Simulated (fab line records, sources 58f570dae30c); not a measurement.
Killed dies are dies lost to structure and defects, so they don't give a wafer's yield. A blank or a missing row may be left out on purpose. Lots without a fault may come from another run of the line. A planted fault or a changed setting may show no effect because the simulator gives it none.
Which tool did it? | flow berkeley_cmos170 | 14 lots, 42 wafers sampled, at 5 steps of a route of 331

WHAT THE GAUGES READ, wafer by wafer
UCB170_SILICIDE_RS_MEAS_02: measures by four-point-probe.
lot  | measured     | on            | SILICIDE_TI_RS (ohm/sq)
L699 | day 7 13:56  | film_metro-02 | 26.28 25.82 25.93
L700 | day 7 14:14  | film_metro-04 | 26.22 26.08 26.50
L698 | day 7 14:38  | film_metro-02 | 26.14 26.15 26.27
L701 | day 8 14:10  | film_metro-04 | 26.31 26.38 26.16
L702 | day 8 14:24  | film_metro-01 | 26.94 27.08 26.74
L703 | day 8 14:36  | film_metro-04 | 26.27 26.41 26.17
L705 | day 8 18:31  | film_metro-02 | 26.41 26.11 26.13
L704 | day 8 18:52  | film_metro-01 | 25.77 25.80 25.82
L706 | day 9 00:26  | film_metro-01 | 26.48 26.21 26.12
L708 | day 9 19:25  | film_metro-02 | 26.67 26.30 26.78
L709 | day 9 19:35  | film_metro-04 | 25.98 26.07 26.15
L713 | day 10 17:44 | film_metro-04 | 26.33 26.33 26.11
L717 | day 11 22:39 | film_metro-04 | 26.27 26.31 26.48
L718 | day 12 10:34 | film_metro-02 | 26.67 26.67 26.67

UCB170_SILICIDE_THK_MEAS_03: measures by xrf.
lot  | measured     | on            | SILICIDE_TI_THK (nm)
L699 | day 7 14:02  | film_metro-02 | 29.51 30.05 30.08
L700 | day 7 14:22  | film_metro-04 | 29.44 29.70 29.26
L698 | day 7 14:45  | film_metro-02 | 29.78 29.73 29.67
L701 | day 8 14:17  | film_metro-04 | 29.47 29.40 29.63
L702 | day 8 14:31  | film_metro-01 | 29.16 29.08 29.26
L703 | day 8 14:43  | film_metro-04 | 29.48 29.20 29.57
L705 | day 8 18:36  | film_metro-02 | 29.54 29.78 29.79
L704 | day 8 18:58  | film_metro-01 | 30.17 30.12 30.17
L706 | day 9 00:33  | film_metro-01 | 29.55 29.70 29.93
L708 | day 9 19:32  | film_metro-02 | 29.26 29.54 29.16
L709 | day 9 19:43  | film_metro-04 | 29.63 29.86 29.15
L713 | day 10 17:50 | film_metro-04 | 29.47 29.27 29.42
L717 | day 11 22:46 | film_metro-04 | 29.49 29.59 29.40
L718 | day 12 10:40 | film_metro-02 | 29.09 29.16 29.16

UCB170_V1_CD_MEAS_12: target cd 700 nm.
lot  | measured     | on        | cd_nm (nm)
L699 | day 8 02:33  | cd_sem-01 | 701.9 700.7 700.0
L700 | day 8 02:13  | cd_sem-02 | 698.8 698.9 699.0
L698 | day 8 08:22  | cd_sem-02 | 697.9 696.9 698.4
L701 | day 9 03:10  | cd_sem-02 | 697.5 697.7 699.0
L702 | day 9 03:25  | cd_sem-02 | 699.2 699.2 698.3
L703 | day 9 03:08  | cd_sem-01 | 698.7 701.0 700.4
L705 | day 9 08:53  | cd_sem-01 | 701.0 701.4 702.6
L704 | day 9 09:13  | cd_sem-01 | 700.9 701.5 700.5
L706 | day 9 16:50  | cd_sem-01 | 701.1 700.8 701.5
L708 | day 10 08:41 | cd_sem-02 | 701.4 699.6 701.2
L709 | day 10 08:54 | cd_sem-01 | 700.8 700.0 699.2
L713 | day 11 08:58 | cd_sem-02 | 700.6 700.1 700.0
L717 | day 12 15:51 | cd_sem-02 | 699.5 698.1 699.4
L718 | day 13 03:50 | cd_sem-01 | 699.9 700.1 699.9

UCB170_V2_THK_MEAS_01.
lot  | measured     | on            | V2_TEOS_THK (nm)
L699 | day 8 05:52  | film_metro-03 | 2009 2032 2024
L700 | day 8 05:40  | film_metro-04 | 2000 2024 2040
L698 | day 8 13:05  | film_metro-03 | 1987 1983 2008
L701 | day 9 06:52  | film_metro-03 | 1960 1991 1998
L702 | day 9 08:13  | film_metro-04 | 2007 1997 2041
L703 | day 9 07:08  | film_metro-04 | 2030 2009 2041
L705 | day 9 12:35  | film_metro-02 | 1990 2006 2023
L704 | day 9 12:56  | film_metro-03 | 1983 2004 1999
L706 | day 9 20:08  | film_metro-03 | 1980 1977 2012
L708 | day 10 12:55 | film_metro-03 | 1991 1992 2040
L709 | day 10 13:04 | film_metro-02 | 3691 3681 3733
L713 | day 11 15:14 | film_metro-02 | 3686 3730 3743
L717 | day 12 19:44 | film_metro-03 | 2001 1973 1994
L718 | day 13 07:25 | film_metro-03 | 1949 2002 2006

WHICH TOOL RAN EACH LOT (tool, then ch and the chambers of the sampled wafers, then the start)
lot  | UCB170_V2_CVD_00
L699 | pecvd-03 ch 0,1, day 8 05:41
L700 | pecvd-01 ch 0,1, day 8 05:31
L698 | pecvd-01 ch 1,2, day 8 12:56
L701 | pecvd-04 ch 0,2, day 9 06:42
L702 | pecvd-01 ch 0,1,2, day 9 08:03
L703 | pecvd-03 ch 0,2, day 9 06:59
L705 | pecvd-03 ch 0,1,2, day 9 12:29
L704 | pecvd-04 ch 0,2, day 9 12:45
L706 | pecvd-04 ch 0,2, day 9 19:53
L708 | pecvd-03 ch 0,2, day 10 12:45
L709 | pecvd-04 ch 1,2, day 10 12:54
L713 | pecvd-04 ch 0,1, day 11 15:04
L717 | pecvd-01 ch 0,1, day 12 19:35
L718 | pecvd-03 ch 0,2, day 13 07:14
- UCB170_V2_CVD_00: deposits SiO2 from TEOS/O2, target thk 2000 nm, time 250 s.

WHAT THE TOOLS THEMSELVES READ (means of the sampled wafers that have a number; where no wafer has one, the mark that the record gives instead)
UCB170_V2_CVD_00.
lot  | tool     | heater_power_w (W) | rf_fwd_power_W (W) | susceptor_temp_C (C)
L699 | pecvd-03 | 290                | 548.8              | 390.06
L700 | pecvd-01 | 270                | 549.0              | 390.06
L698 | pecvd-01 | 278                | 548.1              | 390.03
L701 | pecvd-04 | 266                | 546.4              | 389.98
L702 | pecvd-01 | 292                | 548.2              | 389.95
L703 | pecvd-03 | 323                | 549.3              | 390.24
L705 | pecvd-03 | 264                | 547.4              | 389.91
L704 | pecvd-04 | 286                | 547.8              | 389.88
L706 | pecvd-04 | 271                | 546.9              | 390.14
L708 | pecvd-03 | 317                | 548.9              | 390.18
L709 | pecvd-04 | 246                | 548.1              | 389.93
L713 | pecvd-04 | 256                | 547.9              | 390.25
L717 | pecvd-01 | 292                | 549.5              | 390.34
L718 | pecvd-03 | 326                | 547.9              | 389.91

THE ANSWER, worked out from the rows above alone
Rule: what is usual is taken from the lots themselves. Put in order of their means at a reading, lots are off if they are a third of the lots or fewer, leave a main group of 4 or more, and stand apart from it by a gap of 3 or more times the standard deviation of the main group's means; of several such gaps the widest counts. A main group whose means are all the same, to the digits that the tables above print for the reading, isn't used. A lot without any number at a reading at which 4 lots or more have one is off too. The other lots that the step has rows for count as sound. The gauges are gone through in route order, then the tools' own readings, and for those a lot's mean is taken as printed above. The first step at which some lot is off is used, and at that step the reading that is off furthest; a lot without a number counts as furthest.
Off: L709, L713, at UCB170_V2_THK_MEAS_01 (V2_TEOS_THK). The main group: mean 2003 nm, standard deviation 15.
A tool fits if, at a process step before that reading, it ran every lot that is off, and no sound lot after the first of them. The gauges at UCB170_V2_THK_MEAS_01 are tried like those tools. Can't be told from this: 2 tools fit, pecvd-04 at UCB170_V2_CVD_00, film_metro-02 at UCB170_V2_THK_MEAS_01.

WHAT THE SIMULATOR HAD PUT IN
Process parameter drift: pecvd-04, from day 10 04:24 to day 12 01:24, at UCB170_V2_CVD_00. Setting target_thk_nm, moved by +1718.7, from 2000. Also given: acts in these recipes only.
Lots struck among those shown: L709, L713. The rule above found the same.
